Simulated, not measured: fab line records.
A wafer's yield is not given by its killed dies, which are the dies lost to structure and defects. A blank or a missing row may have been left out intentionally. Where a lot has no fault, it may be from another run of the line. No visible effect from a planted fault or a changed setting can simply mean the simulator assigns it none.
fab line records	flow ritCmos
[record] lots = 14	wafers = 42	lastDay = 7
route steps=202 shown GATE@96 NSD@137 SDANNEAL@156 PSD@157 M1@201
lots that met no fault: taken from a fault-free run of the same line
startH: the number of hours between the record's first day and the start of the first shown wafer of the lot	waitH: time in hours since the lot's previous step	" the same as in the row above	L1.1+2: one row covering several wafers at once	- no value, or no start was given	* or withheld: withheld	< > ~ a bound
route shown NAME@n: a module of which the file shows steps, and the number in the route of the first	usual: mean and standard deviation over wafers with no fault	same: alike in all rows	chamber/n: place in a boat	sites: readings site by site	_std_site: their standard deviation	_edge_site: outer sites' mean less inner sites'	radiusMm: for every site, how far away it sits from the centre of the wafer	mask NAME#n: copy n	behind: the tool/chamber that last shaped the wafer	hold: why the lot went on hold/how many hours it stayed there/how the hold came to an end	device: whichever transistor did not switch (one of n, p or np)	end of line: tests run on the same wafers once the route is complete	for a step that has no rows: nothing shown but its recipe	killed: dies that structure and defects cost at the first sort, which is not the same as the wafer's yield	map: a wafer's dies, marking killed ones x, the rest . and places with no die _
set.NAME: the setting that was run; set.NAME@STEP: the one run at that earlier step	model.NAME: the simulator's own value behind a step, which no gauge read
steps of the route over a sample of lots; a table a step, a row a wafer
services: from which hour (startH, from the record's first day; less than 0 if before it) a tool's chamber was out of use, for how many hours, and why
[[steps]]
[step RIT_GATE_STRIP_20]
[recipe] chemistry = O2	timeS = 180	resist = NOVOLAK	platenTempC = withheld	powerW = 500	pressureMtorr = 4000	o2FlowSccm = 4000
[usual] chamberPressureMTorr = 4000/3.5	drypumpMotorCurrentA = 5.7/0.46
lot.wafer	tool	chamber	startH	waitH	chamberPressureMTorr	drypumpMotorCurrentA	rfHoursCounterH
L160.2	plasmaAsher-01	1	37.35	0.1	3991	6.3	37
L160.4	"	1	"	"	3998	6.3	-
L160.6	"	1	"	"	3993	6.3	-
L161.2	plasmaAsher-03	0	44.15	0.1	4004	6.1	39
L161.3	"	1	"	"	4000	5.5	-
L161.5	"	1	"	"	3999	5.5	-
L162.1	plasmaAsher-01	0	47.06	0.1	4000	5.6	38
L162.3	"	1	"	"	3998	6.3	-
L162.4	"	0	"	"	3993	5.6	-
L164.2	plasmaAsher-04	1	56.77	0.1	4002	4.9	41
L164.4	"	0	"	"	4000	5.7	-
L164.5	"	0	"	"	4001	5.7	-
L165.1	plasmaAsher-03	0	62.17	0.1	3995	6.1	41
L165.3	"	1	"	"	3995	5.5	-
L165.6	"	0	"	"	3999	6.1	-
L166.1	plasmaAsher-04	0	67.76	0.1	4004	5.7	43
L166.4	"	0	"	"	4003	5.7	-
L166.6	"	1	"	"	4001	5.0	-
L167.1	plasmaAsher-01	0	71.52	0.1	3993	5.6	41
L167.4	"	1	"	"	4004	6.3	-
L167.6	"	0	"	"	3997	5.5	-
L170.1	plasmaAsher-04	0	87.00	0.1	3998	5.7	44
L170.2	"	1	"	"	3996	5.0	44
L170.3	"	0	"	"	4002	5.7	-
L172.3	plasmaAsher-01	0	97.45	0.1	3999	5.6	-
L172.5	"	0	"	"	3998	5.6	-
L172.6	"	1	"	"	4002	6.3	-
L175.1	plasmaAsher-04	0	113.78	0.1	3998	5.7	47
L175.2	"	1	"	"	3997	4.9	47
L175.5	"	1	"	"	4002	4.9	-
L177.2	plasmaAsher-01	0	122.99	0.1	3997	5.6	47
L177.3	"	1	"	"	4008	6.3	-
L177.5	"	1	"	"	4000	6.3	-
L179.1	plasmaAsher-01	1	132.51	0.1	4000	6.3	48
L179.2	"	0	"	"	3996	5.6	48
L179.3	"	0	"	"	3998	5.6	-
L181.1	plasmaAsher-04	1	141.79	0.1	4002	4.9	50
L181.3	"	1	"	"	4000	5.0	-
L181.5	"	0	"	"	3999	5.7	-
L183.1	plasmaAsher-01	1	151.44	0.1	4001	6.3	50
L183.3	"	0	"	"	4002	5.6	-
L183.5	"	1	"	"	4004	6.3	-
[step RIT_NSD_OVL_MEAS_06]
[usual] NSD_OVL = 0.6/1.2
lot.wafer	tool	chamber	startH	waitH	NSD_OVL[nm]
L160.2	overlay-02	-	47.19	-	1.1
L160.4	"	-	"	"	-1.0
L160.6	"	-	"	"	-0.4
L161.2	overlay-01	-	54.11	-	1.4
L161.3	"	-	"	"	-1.2
L161.5	"	-	"	"	0.3
L162.1	overlay-02	-	57.03	-	1.8
L162.3	"	-	"	"	2.0
L162.4	"	-	"	"	0.8
L164.2	overlay-02	-	68.29	-	0.2
L164.4	"	-	"	"	1.7
L164.5	"	-	"	"	-0.9
L165.1	overlay-02	-	72.51	-	-2.5
L165.3	"	-	"	"	-0.3
L165.6	"	-	"	"	0.4
L166.1	overlay-02	-	77.36	-	-0.7
L166.4	"	-	"	"	0.4
L166.6	"	-	"	"	-1.0
L167.1	overlay-01	-	81.44	-	3.2
L167.4	"	-	"	"	2.1
L167.6	"	-	"	"	0.9
L170.1	overlay-02	-	96.88	-	1.3
L170.2	"	-	"	"	0.5
L170.3	"	-	"	"	2.9
L172.3	overlay-02	-	108.10	-	-0.9
L172.5	"	-	"	"	0.2
L172.6	"	-	"	"	0.6
L175.1	overlay-01	-	124.78	-	3.1
L175.2	"	-	"	"	-0.1
L175.5	"	-	"	"	2.5
L177.2	overlay-02	-	132.90	-	1.7
L177.3	"	-	"	"	0.4
L177.5	"	-	"	"	-1.0
L179.1	overlay-01	-	142.23	-	1.8
L179.2	"	-	"	"	0.1
L179.3	"	-	"	"	1.0
L181.1	overlay-01	-	151.63	-	0.1
L181.3	"	-	"	"	-0.1
L181.5	"	-	"	"	-0.4
L183.1	overlay-01	-	161.08	-	-1.3
L183.3	"	-	"	"	1.8
L183.5	"	-	"	"	-0.1
[step RIT_SDANNEAL_RTA_03]
[recipe] tempC = 1050	timeS = 5	idleTempC = 600	rampUpCPerS = 342	rampDownCPerS = 171	coolToC = 600	ambient = N2
[usual] wafer_temp_C_max = 1053.5/1.1
lot.wafer	tool	chamber	startH	waitH	wafer_temp_C_max
L160.2	rtpAnneal-02	0	49.71	0.0	1053.9
L160.4	"	0	"	"	1053.8
L160.6	"	0	"	"	1053.6
L161.2	rtpAnneal-01	0	56.74	0.0	1051.5
L161.3	"	0	"	"	1054.9
L161.5	"	0	"	"	1050.8
L162.1	rtpAnneal-02	0	59.39	0.0	1051.6
L162.3	"	0	"	"	1053.2
L162.4	"	0	"	"	1052.3
L164.2	rtpAnneal-02	0	70.78	0.0	1054.3
L164.4	"	0	"	"	1053.2
L164.5	"	0	"	"	1053.1
L165.1	rtpAnneal-01	0	74.87	0.0	1053.7
L165.3	"	0	"	"	1053.1
L165.6	"	0	"	"	1054.7
L166.1	rtpAnneal-02	0	79.75	0.0	1052.9
L166.4	"	0	"	"	1055.7
L166.6	"	0	"	"	1053.0
L167.1	rtpAnneal-01	0	83.82	0.0	1055.3
L167.4	"	0	"	"	1053.6
L167.6	"	0	"	"	1053.9
L170.1	rtpAnneal-02	0	99.43	0.0	1085.6
L170.2	"	0	"	"	1087.2
L170.3	"	0	"	"	1085.5
L172.3	rtpAnneal-02	0	110.62	0.0	1085.6
L172.5	"	0	"	"	1086.8
L172.6	"	0	"	"	1086.7
L175.1	rtpAnneal-01	0	127.31	0.0	1053.1
L175.2	"	0	"	"	1052.2
L175.5	"	0	"	"	1053.5
L177.2	rtpAnneal-01	0	135.27	0.0	1053.0
L177.3	"	0	"	"	1056.1
L177.5	"	0	"	"	1052.8
L179.1	rtpAnneal-01	0	144.72	0.0	1053.9
L179.2	"	0	"	"	1051.8
L179.3	"	0	"	"	1053.4
L181.1	rtpAnneal-01	0	154.12	0.0	1053.1
L181.3	"	0	"	"	1053.5
L181.5	"	0	"	"	1053.8
L183.1	rtpAnneal-01	0	163.67	0.0	1054.2
L183.3	"	0	"	"	1054.4
L183.5	"	0	"	"	1055.4
[step RIT_SDANNEAL_RS_MEAS_04]
[recipe] thkMeasGauge = four-point-probe
[usual] PSD_RS = 115.9/0.32
lot.wafer	tool	chamber	startH	waitH	hold	PSD_RS[ohm/sq]
L160.2	filmMetro-02	-	49.78	0.1	-	115.5
L160.4	"	-	"	"	-	115.6
L160.6	"	-	"	"	-	115.9
L161.2	filmMetro-03	-	56.86	0.1	-	116.0
L161.3	"	-	"	"	-	115.8
L161.5	"	-	"	"	-	116.0
L162.1	filmMetro-04	-	59.45	0.0	-	116.4
L162.3	"	-	"	"	-	115.7
L162.4	"	-	"	"	-	115.8
L164.2	filmMetro-03	-	70.84	0.1	-	116.1
L164.4	"	-	"	"	-	116.2
L164.5	"	-	"	"	-	116.2
L165.1	filmMetro-04	-	74.93	0.0	-	116.4
L165.3	"	-	"	"	-	116.3
L165.6	"	-	"	"	-	116.0
L166.1	filmMetro-03	-	79.81	0.0	-	116.1
L166.4	"	-	"	"	-	116.3
L166.6	"	-	"	"	-	116.1
L167.1	filmMetro-04	-	83.88	0.0	-	116.3
L167.4	"	-	"	"	-	116.2
L167.6	"	-	"	"	-	116.2
L170.1	filmMetro-02	-	99.49	0.0	awaitDispo/0.2h/release	94.3
L170.2	"	-	"	"	awaitDispo/0.2h/release	93.7
L170.3	"	-	"	"	awaitDispo/0.2h/release	94.1
L170.1	filmMetro-02	-	99.85	0.3	-	94.1
L170.2	"	-	"	"	-	93.7
L170.3	"	-	"	"	-	94.1
L172.3	filmMetro-04	-	110.70	0.1	awaitDispo/0.2h/release	93.7
L172.5	"	-	"	"	awaitDispo/0.2h/release	93.5
L172.6	"	-	"	"	awaitDispo/0.2h/release	93.8
L172.3	filmMetro-04	-	111.06	0.3	-	93.6
L172.5	"	-	"	"	-	93.6
L172.6	"	-	"	"	-	93.9
L175.1	filmMetro-04	-	127.37	0.0	-	115.7
L175.2	"	-	"	"	-	115.6
L175.5	"	-	"	"	-	116.0
L177.2	filmMetro-03	-	135.34	0.1	-	116.3
L177.3	"	-	"	"	-	116.2
L177.5	"	-	"	"	-	115.9
L179.1	filmMetro-02	-	144.78	0.0	-	115.1
L179.2	"	-	"	"	-	115.4
L179.3	"	-	"	"	-	115.7
L181.1	filmMetro-02	-	154.17	0.0	-	115.7
L181.3	"	-	"	"	-	115.8
L181.5	"	-	"	"	-	115.8
L183.1	filmMetro-02	-	163.73	0.0	-	116.4
L183.3	"	-	"	"	-	116.3
L183.5	"	-	"	"	-	115.8
[step RIT_M1_BOW_MEAS_16]
[recipe] mode = bow
[usual] M1_BOW = 17/6.3
lot.wafer	tool	chamber	startH	waitH	M1_BOW[um]
L160.2	filmMetro-04	-	57.24	0.0	9
L160.4	"	-	"	"	21
L160.6	"	-	"	"	8
L161.2	filmMetro-03	-	64.08	0.0	15
L161.3	"	-	"	"	13
L161.5	"	-	"	"	15
L162.1	filmMetro-03	-	67.50	0.0	12
L162.3	"	-	"	"	15
L162.4	"	-	"	"	15
L164.2	filmMetro-03	-	78.37	0.0	24
L164.4	"	-	"	"	30
L164.5	"	-	"	"	10
L165.1	filmMetro-02	-	82.28	0.0	15
L165.3	"	-	"	"	19
L165.6	"	-	"	"	9
L166.1	filmMetro-04	-	88.66	0.0	23
L166.4	"	-	"	"	14
L166.6	"	-	"	"	22
L167.1	filmMetro-04	-	91.54	0.0	13
L167.4	"	-	"	"	10
L167.6	"	-	"	"	19
L175.1	filmMetro-03	-	134.80	0.0	18
L175.2	"	-	"	"	12
L175.5	"	-	"	"	19
L177.2	filmMetro-04	-	143.34	0.0	5
L177.3	"	-	"	"	25
L177.5	"	-	"	"	7
L179.1	filmMetro-04	-	153.44	0.0	16
L179.2	"	-	"	"	14
L179.3	"	-	"	"	15
L181.1	filmMetro-04	-	161.59	0.0	18
L181.3	"	-	"	"	13
L181.5	"	-	"	"	20
L183.1	filmMetro-03	-	170.88	0.0	19
L183.3	"	-	"	"	25
L183.5	"	-	"	"	10
[step RIT_M1_PROBE_99]
[usual] defectLimitedYield = 97.4/1.1	killed_at_M0_to_M3 = 0.0/0.18	killedAtContacts = 0.1/0.27	killedAtFrontEnd = 6.6/3	killedDies = 7/3	killedOnRim = 1.9/1.4	killedOpen = 3.3/2	killedShort = 3.4/2	sort_bin_3_pad_short = 0.1/0.25	sort_bin_5_function = 1.5/0.86	sort_bin_6_memory = 0.9/0.63	sortNPass = 257/3	sortYieldPct = 97.4/1.1
[same] grossDies = 264	killed_at_M4_up = 0	killedAtBackSide = 0	killedAtOther = 0
lot.wafer	tool	chamber	startH	waitH	defectLimitedYield[%]	killed_at_M0_to_M3	killedAtContacts	killedAtFrontEnd	killedDies	killedOnRim	killedOpen	killedShort	sort_bin_3_pad_short[%]	sort_bin_5_function[%]	sort_bin_6_memory[%]	sortNPass	sortYieldPct[%]
L160.2	prober-01	-	57.39	0.1	97.3	0	1	6	7	1	4	3	0	2.3	0.4	257	97.3
L160.4	prober-01	-	57.49	0.2	98.5	0	0	4	4	1	3	1	0	1.1	0.4	260	98.5
L160.6	prober-01	-	57.59	0.2	96.2	0	0	10	10	4	3	7	1.1	1.5	1.1	254	96.2
L161.2	prober-01	-	64.23	0.1	98.9	0	0	3	3	1	2	1	0	0.8	0.4	261	98.9
L161.3	prober-01	-	64.28	0.2	98.1	0	0	5	5	2	4	1	0	1.1	0.8	259	98.1
L161.5	prober-01	-	64.38	0.2	97.7	0	0	6	6	1	4	2	0	1.5	0.8	258	97.7
L162.1	prober-01	-	67.62	0.1	96.6	0	0	9	9	1	1	8	0	2.7	0.8	255	96.6
L162.3	prober-01	-	67.72	0.2	97.7	0	0	6	6	1	4	1	0	1.9	0.4	258	97.7
L162.4	prober-01	-	67.77	0.2	95.1	0	0	13	13	2	3	7	0.4	2.3	2.3	251	95.1
L164.2	prober-01	-	78.52	0.1	97.7	0	0	6	6	2	5	1	0	1.9	0.4	258	97.7
L164.4	prober-01	-	78.62	0.2	96.2	0	0	10	10	2	5	5	0.8	1.1	1.9	254	96.2
L164.5	prober-01	-	78.67	0.2	96.2	0	0	10	10	2	8	2	0	1.9	1.9	254	96.2
L165.1	prober-01	-	82.40	0.1	97.3	0	0	7	7	3	5	2	0	1.5	1.1	257	97.3
L165.3	prober-01	-	82.50	0.2	94.7	0	0	14	14	2	8	6	0	3.4	1.9	250	94.7
L165.6	prober-01	-	82.65	0.2	97.7	0	1	5	6	1	3	3	0.8	0.8	0.8	258	97.7
L166.1	prober-01	-	88.78	0.1	98.9	0	0	3	3	1	1	2	0.4	0.4	0.4	261	98.9
L166.4	prober-01	-	88.93	0.2	98.1	0	0	5	5	2	2	3	0	0	1.9	259	98.1
L166.6	prober-01	-	89.03	0.2	99.6	0	0	1	1	0	0	1	0	0.4	0	263	99.6
L167.1	prober-02	-	91.66	0.1	97.7	0	0	6	6	1	3	3	0	1.1	1.1	258	97.7
L167.4	prober-02	-	91.81	0.2	98.9	0	0	3	3	1	1	2	0.4	0.8	0	261	98.9
L167.6	prober-02	-	91.91	0.2	97.7	0	0	6	6	1	3	3	0.4	0	1.9	258	97.7
L175.1	prober-01	-	134.92	0.1	97.3	0	1	6	7	2	2	5	0.8	1.1	0.8	257	97.3
L175.2	prober-01	-	134.97	0.1	99.6	0	0	1	1	1	1	0	0	0.4	0	263	99.6
L175.5	prober-01	-	135.12	0.2	97.3	0	0	7	7	1	1	6	0.4	1.1	1.1	257	97.3
L177.2	prober-01	-	143.49	0.1	95.1	0	1	12	13	3	9	4	0.4	2.3	2.3	251	95.1
L177.3	prober-01	-	143.54	0.2	98.1	0	0	5	5	2	3	2	0	1.5	0.4	259	98.1
L177.5	prober-01	-	143.64	0.2	98.9	0	0	3	3	1	1	2	0.4	0.4	0.4	261	98.9
L179.1	prober-01	-	153.56	0.1	98.9	0	0	3	3	0	0	3	0	1.1	0	261	98.9
L179.2	prober-01	-	153.61	0.1	97.3	0	0	7	7	4	3	4	0	1.9	0.8	257	97.3
L179.3	prober-01	-	153.66	0.2	97.0	0	0	8	8	4	4	4	0	1.9	1.1	256	97.0
L181.1	prober-02	-	161.71	0.1	98.1	0	0	5	5	1	3	2	0	0.4	1.5	259	98.1
L181.3	prober-02	-	161.81	0.2	97.0	0	0	8	8	5	6	2	0	1.1	1.9	256	97.0
L181.5	prober-02	-	161.91	0.2	97.0	0	0	8	8	2	5	3	0	1.9	1.1	256	97.0
L183.1	prober-02	-	171.00	0.1	95.1	1	1	11	13	3	8	5	0.8	2.7	1.5	251	95.1
L183.3	prober-02	-	171.10	0.2	98.1	0	0	5	5	0	3	2	0	0.4	1.5	259	98.1
L183.5	prober-02	-	171.20	0.2	96.2	0	1	9	10	3	6	4	0	2.7	1.1	254	96.2
// killed by level:class
L160.2 GATE:geometricParticle:open=2 SPACER:geometricParticle:short=2 REOX:geometricParticle:open=1 REOX:geometricParticle:short=1 CONTACT:geometricParticle:open=1
L160.4 SPACER:geometricParticle:open=2 GATE:geometricParticle:open=1 GATE:geometricParticle:short=1
L160.6 GATE:geometricParticle:short=6 FOX1:geometricParticle:open=1 REOX:geometricParticle:open=1 SPACER:geometricParticle:short=1 SPACER:geometricParticle:open=1
L161.2 GATE:geometricParticle:open=1 REOX:geometricParticle:open=1 SILICIDE:geometricParticle:short=1
L161.3 FOX2:geometricParticle:open=1 GATE:geometricParticle:open=1 REOX:geometricParticle:open=1 SILICIDE:geometricParticle:short=1 SILICIDE:geometricParticle:open=1
L161.5 FOX1:geometricParticle:open=2 FOX1:geometricParticle:short=2 REOX:geometricParticle:open=1 SPACER:geometricParticle:open=1
L162.1 FOX1:geometricParticle:short=3 GATE:geometricParticle:short=2 FOX2:geometricParticle:short=1 FOX2:geometricParticle:open=1 SPACER:geometricParticle:short=1 SILICIDE:geometricParticle:short=1
L162.3 FOX1:geometricParticle:open=1 GATE:geometricParticle:open=1 FOX2:geometricParticle:short=1 SPACER:geometricParticle:open=1 SILICIDE:geometricParticle:open=1 NSD:coatMicrobubblePrinted=1
L162.4 NSD:coatMicrobubblePrinted=3 FOX1:geometricParticle:short=2 REOX:geometricParticle:short=2 SPACER:geometricParticle:short=2 FOX1:geometricParticle:open=1 GATE:geometricParticle:short=1 REOX:geometricParticle:open=1 SPACER:geometricParticle:open=1
L164.2 REOX:geometricParticle:open=2 SPACER:geometricParticle:open=2 GATE:geometricParticle:open=1 REOX:geometricParticle:short=1
L164.4 FOX2:geometricParticle:short=2 REOX:geometricParticle:open=2 FOX1:geometricParticle:open=1 FOX1:geometricParticle:short=1 FOX2:geometricParticle:open=1 GATE:geometricParticle:short=1 REOX:geometricParticle:short=1 SPACER:geometricParticle:open=1
L164.5 SPACER:geometricParticle:open=3 GATE:geometricParticle:open=2 SPACER:geometricParticle:short=2 SILICIDE:geometricParticle:open=2 FOX1:geometricParticle:open=1
L165.1 FOX1:geometricParticle:short=1 FOX1:geometricParticle:open=1 GATE:geometricParticle:short=1 GATE:geometricParticle:open=1 REOX:geometricParticle:open=1 SPACER:geometricParticle:open=1 SILICIDE:geometricParticle:open=1
L165.3 GATE:geometricParticle:short=3 GATE:geometricParticle:open=2 REOX:geometricParticle:open=2 ACTIVE:geometricParticle:open=1 FOX1:geometricParticle:short=1 FOX1:geometricParticle:open=1 REOX:geometricParticle:short=1 SPACER:geometricParticle:short=1
L165.6 GATE:geometricParticle:short=2 SILICIDE:geometricParticle:open=2 GATE:geometricParticle:open=1 CONTACT:geometricParticle:short=1
L166.1 GATE:geometricParticle:open=1 REOX:geometricParticle:short=1 SILICIDE:geometricParticle:short=1
L166.4 GATE:geometricParticle:short=3 GATE:geometricParticle:open=1 REOX:geometricParticle:open=1
L166.6 GATE:geometricParticle:short=1
L167.1 GATE:geometricParticle:open=2 REOX:geometricParticle:short=2 FOX2:geometricParticle:open=1 SPACER:geometricParticle:short=1
L167.4 FOX2:geometricParticle:short=1 GATE:geometricParticle:short=1 SILICIDE:geometricParticle:open=1
L167.6 GATE:geometricParticle:short=3 FOX2:geometricParticle:open=1 GATE:geometricParticle:open=1 REOX:geometricParticle:open=1
L175.1 FOX1:geometricParticle:short=2 FOX1:geometricParticle:open=1 GATE:geometricParticle:open=1 GATE:geometricParticle:short=1 SPACER:geometricParticle:short=1 CONTACT:geometricParticle:short=1
L175.2 REOX:geometricParticle:open=1
L175.5 FOX2:geometricParticle:short=2 GATE:geometricParticle:short=2 FOX1:geometricParticle:open=1 REOX:geometricParticle:short=1 SPACER:geometricParticle:short=1
L177.2 GATE:geometricParticle:open=5 GATE:geometricParticle:short=3 FOX1:geometricParticle:open=1 REOX:geometricParticle:open=1 SPACER:geometricParticle:open=1 SPACER:geometricParticle:short=1 CONTACT:geometricParticle:open=1
L177.3 GATE:geometricParticle:open=2 FOX1:geometricParticle:open=1 FOX2:geometricParticle:short=1 SILICIDE:geometricParticle:short=1
L177.5 FOX2:geometricParticle:open=1 GATE:geometricParticle:short=1 REOX:geometricParticle:short=1
L179.1 FOX1:geometricParticle:short=1 GATE:geometricParticle:short=1 REOX:geometricParticle:short=1
L179.2 SPACER:geometricParticle:short=2 FOX1:geometricParticle:open=1 GATE:geometricParticle:open=1 GATE:geometricParticle:short=1 REOX:geometricParticle:open=1 REOX:geometricParticle:short=1
L179.3 GATE:geometricParticle:short=2 SPACER:geometricParticle:open=2 FOX1:geometricParticle:open=1 REOX:geometricParticle:open=1 REOX:geometricParticle:short=1 SPACER:geometricParticle:short=1
L181.1 FOX1:geometricParticle:short=1 GATE:geometricParticle:open=1 GATE:geometricParticle:short=1 REOX:geometricParticle:open=1 SILICIDE:geometricParticle:open=1
L181.3 SPACER:geometricParticle:open=3 GATE:geometricParticle:open=2 GATE:geometricParticle:short=1 REOX:geometricParticle:open=1 REOX:geometricParticle:short=1
L181.5 FOX1:geometricParticle:open=1 FOX1:geometricParticle:short=1 FOX2:geometricParticle:open=1 GATE:geometricParticle:open=1 REOX:geometricParticle:open=1 REOX:geometricParticle:short=1 SPACER:geometricParticle:open=1 SILICIDE:geometricParticle:short=1
L183.1 SPACER:geometricParticle:open=3 GATE:geometricParticle:short=2 REOX:geometricParticle:open=2 GATE:geometricParticle:open=1 REOX:geometricParticle:short=1 SPACER:geometricParticle:short=1 CONTACT:geometricParticle:open=1 SILICIDE:geometricParticle:short=1
L183.3 SPACER:geometricParticle:short=2 SILICIDE:geometricParticle:open=2 GATE:geometricParticle:open=1
L183.5 GATE:geometricParticle:short=3 SPACER:geometricParticle:open=3 REOX:geometricParticle:open=1 SILICIDE:geometricParticle:open=1 SILICIDE:geometricParticle:short=1 CONTACT:geometricParticle:open=1
[[services]]
tool	chamber	startH	hours	kind
plasmaAsher-03	-	108.75	9.0	pm
plasmaAsher-03	0	108.75	9.0	ventCycle
plasmaAsher-03	1	108.75	9.0	ventCycle
plasmaAsher-03	0	117.75	-	clean
plasmaAsher-03	1	117.75	-	clean
plasmaAsher-03	-	153.41	2.8	pm
[[key]]
[firstSign] step = RIT_SDANNEAL_RTA_03	reading = wafer_temp_C_max	direction = up	sigmas = 30	usual = *	struck = *
[effect] step = RIT_SDANNEAL_RS_MEAS_04	reading = visit	direction = added
[effect] step = RIT_SDANNEAL_RS_MEAS_04	reading = PSD_RS	direction = down	sigmas = 69	usual = 115.9	struck = 93.8
metAt RIT_SDANNEAL_RTA_03
struckLots L170,L172
scrappedBehind RIT_SDANNEAL_RS_MEAS_04 L170.1,L170.2,L170.3,L172.3,L172.5,L172.6
notActingAt RIT_GATE_STRIP_20,RIT_NSD_OVL_MEAS_06,RIT_M1_BOW_MEAS_16
onsetBetween 79.75 99.43
[fault] kind = processParameterDrift	tool = rtpAnneal-02	chamber = -	onsetH = 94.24	steps = RIT_SDANNEAL_RTA_03	channel = tempC	offset = *	shape = step	endH = 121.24	actsIn = *	stated = *
